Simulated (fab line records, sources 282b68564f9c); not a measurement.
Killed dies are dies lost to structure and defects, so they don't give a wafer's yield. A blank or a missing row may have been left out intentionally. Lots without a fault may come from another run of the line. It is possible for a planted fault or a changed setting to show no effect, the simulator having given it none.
Which tool is to blame? :: flow rit-cmos :: 39 wafers from 13 lots sampled at 4 of the route's 202 steps

WHAT EACH GAUGE READ, for each wafer
RIT_ACTIVE_BOW_MEAS_00. Usual: INCOMING_BOW -1 um, standard deviation 5.7.
lot: L319
measured: day 1 10:02
on: film-metro-04
INCOMING_BOW (um): -10 -4 -1
flag: 

lot: L320
measured: day 1 15:04
on: film-metro-04
INCOMING_BOW (um): 8 3 3
flag: 

lot: L321
measured: day 1 20:00
on: film-metro-04
INCOMING_BOW (um): -17 -2 -4
flag: 

lot: L322
measured: day 2 01:02
on: film-metro-02
INCOMING_BOW (um): 3 -2 -6
flag: 

lot: L323
measured: day 2 06:00
on: film-metro-01
INCOMING_BOW (um): 7 -1 -8
flag: 

lot: L328
measured: day 3 07:00
on: film-metro-02
INCOMING_BOW (um): -5 -3 0
flag: 

lot: L329
measured: day 3 12:01
on: film-metro-01
INCOMING_BOW (um): 7 -5 -5
flag: 

lot: L332
measured: day 4 03:01
on: film-metro-04
INCOMING_BOW (um): 5 3 5
flag: 

lot: L333
measured: day 4 08:02
on: film-metro-01
INCOMING_BOW (um): -1 -4 6
flag: 

lot: L334
measured: day 4 13:01
on: film-metro-01
INCOMING_BOW (um): 3 2 5
flag: 

lot: L335
measured: day 4 18:02
on: film-metro-01
INCOMING_BOW (um): -11 2 7
flag: 

lot: L338
measured: day 5 09:00
on: film-metro-01
INCOMING_BOW (um): 4 -4 -7
flag: 

lot: L342
measured: day 6 05:00
on: film-metro-02
INCOMING_BOW (um): -6 -8 2
flag: 

RIT_NSD_TW_MEAS_10. Usual: NSD_TW 3125, standard deviation 21.
lot: L319
measured: day 2 22:41
on: film-metro-04
NSD_TW: 3156 3140 3153
flag: 

lot: L320
measured: day 3 05:08
on: film-metro-02
NSD_TW: 3144 3149 3170
flag: 

lot: L321
measured: day 3 10:02
on: film-metro-01
NSD_TW: 3099 3106 3100
flag: 

lot: L322
measured: day 3 15:35
on: film-metro-01
NSD_TW: 3089 3097 3088
flag: 

lot: L323
measured: day 3 19:50
on: film-metro-01
NSD_TW: 3093 3093 3113
flag: 

lot: L328
measured: day 4 20:15
on: film-metro-02
NSD_TW: 3120 3111 3112
flag: 

lot: L329
measured: day 5 01:08
on: film-metro-04
NSD_TW: 3137 3129 3123
flag: 

lot: L332
measured: day 5 16:29
on: film-metro-01
NSD_TW: 3120 3098 3107
flag: 

lot: L333
measured: day 5 21:58
on: film-metro-01
NSD_TW: 3095 3100 3110
flag: 

lot: L334
measured: day 6 02:54
on: film-metro-02
NSD_TW: 3133 3137 3168
flag: 

lot: L335
measured: day 6 07:32
on: film-metro-04
NSD_TW: 3140 3157 3132
flag: 

lot: L338
measured: day 6 23:14
on: film-metro-04
NSD_TW: 3150 3128 3167
flag: 

lot: L342
measured: day 7 17:38
on: film-metro-01
NSD_TW: 3114 3119 3107
flag: 

RIT_SDANNEAL_RS_MEAS_07: uses a four-point probe to measure. Usual: NLDD_RS 151.8 ohm/sq, standard deviation 0.5.
lot: L319
measured: day 3 01:14
on: film-metro-04
NLDD_RS (ohm/sq): 152.6 152.3 152.5
flag: 

lot: L320
measured: day 3 07:25
on: film-metro-04
NLDD_RS (ohm/sq): 152.8 152.4 152.9
flag: 

lot: L321
measured: day 3 12:19
on: film-metro-02
NLDD_RS (ohm/sq): 152.0 152.0 152.4
flag: 

lot: L322
measured: day 3 18:12
on: film-metro-04
NLDD_RS (ohm/sq): 152.0 151.6 151.8
flag: 

lot: L323
measured: day 3 22:07
on: film-metro-01
NLDD_RS (ohm/sq): 150.4 150.3 150.7
flag: 

lot: L328
measured: day 4 22:42
on: film-metro-01
NLDD_RS (ohm/sq): 150.0 149.5 149.8
flag: OFF

lot: L329
measured: day 5 03:24
on: film-metro-04
NLDD_RS (ohm/sq): 149.1 149.3 149.1
flag: OFF

lot: L332
measured: day 5 18:46
on: film-metro-02
NLDD_RS (ohm/sq): 151.7 152.3 152.4
flag: 

lot: L333
measured: day 6 00:22
on: film-metro-02
NLDD_RS (ohm/sq): 151.1 151.6 151.2
flag: 

lot: L334
measured: day 6 05:14
on: film-metro-01
NLDD_RS (ohm/sq): 151.9 152.2 151.6
flag: 

lot: L335
measured: day 6 09:57
on: film-metro-02
NLDD_RS (ohm/sq): 151.8 151.8 151.9
flag: 

lot: L338
measured: day 7 01:31
on: film-metro-02
NLDD_RS (ohm/sq): 151.8 151.6 151.4
flag: 

lot: L342
measured: day 7 19:55
on: film-metro-02
NLDD_RS (ohm/sq): 152.1 151.4 152.0
flag: 

WHAT TOOL EACH LOT RAN ON (gives the tool, then ch and the chambers of the sampled wafers, and finally the start)
lot: L319
RIT_NLDD_IMPLANT_08: implanter-03 ch 0, day 2 17:04

lot: L320
RIT_NLDD_IMPLANT_08: implanter-04 ch 0, day 2 23:31

lot: L321
RIT_NLDD_IMPLANT_08: implanter-03 ch 0, day 3 04:01

lot: L322
RIT_NLDD_IMPLANT_08: implanter-04 ch 0, day 3 09:32

lot: L323
RIT_NLDD_IMPLANT_08: implanter-03 ch 0, day 3 14:06

lot: L328
RIT_NLDD_IMPLANT_08: implanter-02 ch 0, day 4 14:27

lot: L329
RIT_NLDD_IMPLANT_08: implanter-02 ch 0, day 4 19:29

lot: L332
RIT_NLDD_IMPLANT_08: implanter-03 ch 0, day 5 10:51

lot: L333
RIT_NLDD_IMPLANT_08: implanter-04 ch 0, day 5 16:20

lot: L334
RIT_NLDD_IMPLANT_08: implanter-03 ch 0, day 5 21:08

lot: L335
RIT_NLDD_IMPLANT_08: implanter-03 ch 0, day 6 01:43

lot: L338
RIT_NLDD_IMPLANT_08: implanter-04 ch 0, day 6 16:37

lot: L342
RIT_NLDD_IMPLANT_08: implanter-03 ch 0, day 7 11:49
- RIT_NLDD_IMPLANT_08

AS READ BY THE TOOLS THEMSELVES (means over the sampled wafers that have a number; for cases with no such wafer, the mark the record gives instead)
RIT_NLDD_IMPLANT_08. Usual: dose-ions-cm2 5e+14, standard deviation 5.2e+11.
lot: L319
tool: implanter-03
dose-ions-cm2: 5e+14
flag: 

lot: L320
tool: implanter-04
dose-ions-cm2: 5e+14
flag: 

lot: L321
tool: implanter-03
dose-ions-cm2: 5e+14
flag: 

lot: L322
tool: implanter-04
dose-ions-cm2: 5e+14
flag: 

lot: L323
tool: implanter-03
dose-ions-cm2: 5e+14
flag: 

lot: L328
tool: implanter-02
dose-ions-cm2: 5e+14
flag: 

lot: L329
tool: implanter-02
dose-ions-cm2: 5e+14
flag: 

lot: L332
tool: implanter-03
dose-ions-cm2: 5e+14
flag: 

lot: L333
tool: implanter-04
dose-ions-cm2: 5e+14
flag: 

lot: L334
tool: implanter-03
dose-ions-cm2: 5e+14
flag: 

lot: L335
tool: implanter-03
dose-ions-cm2: 5e+14
flag: 

lot: L338
tool: implanter-04
dose-ions-cm2: 5e+14
flag: 

lot: L342
tool: implanter-03
dose-ions-cm2: 5e+14
flag: 

THE ANSWER, worked out from the rows above alone
Rule: lot off if the mean of its wafers having a number is beyond 3 standard deviations from the usual mean. A lot without any number at a reading at which 4 lots or more have one is off too. The other lots that the step has rows for count as sound. After the gauges, taken in route order, come the tools' own readings; for these a lot's mean is taken, as printed above. At the first step where some lot is off, the reading lying furthest off is the one used; lots without a number count as furthest.
Off: at RIT_SDANNEAL_RS_MEAS_07 (NLDD_RS), L328, L329.
If a tool, at a process step before that reading, ran all the lots that are off and no sound lot after the first of them, it fits. Those tools and the gauges at RIT_SDANNEAL_RS_MEAS_07 are tried in the same way. One candidate fits, namely implanter-02 at RIT_NLDD_IMPLANT_08. It ran no sound lot before its first lot that is off in this sample, so the start can't be narrowed down.

WHAT WAS PUT IN BY THE SIMULATOR
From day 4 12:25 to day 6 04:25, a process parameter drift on implanter-02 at RIT_NLDD_IMPLANT_08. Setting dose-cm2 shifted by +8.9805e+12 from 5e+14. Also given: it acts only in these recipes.
Shown lots that were struck: L328, L329. This agrees with what the rule above found.
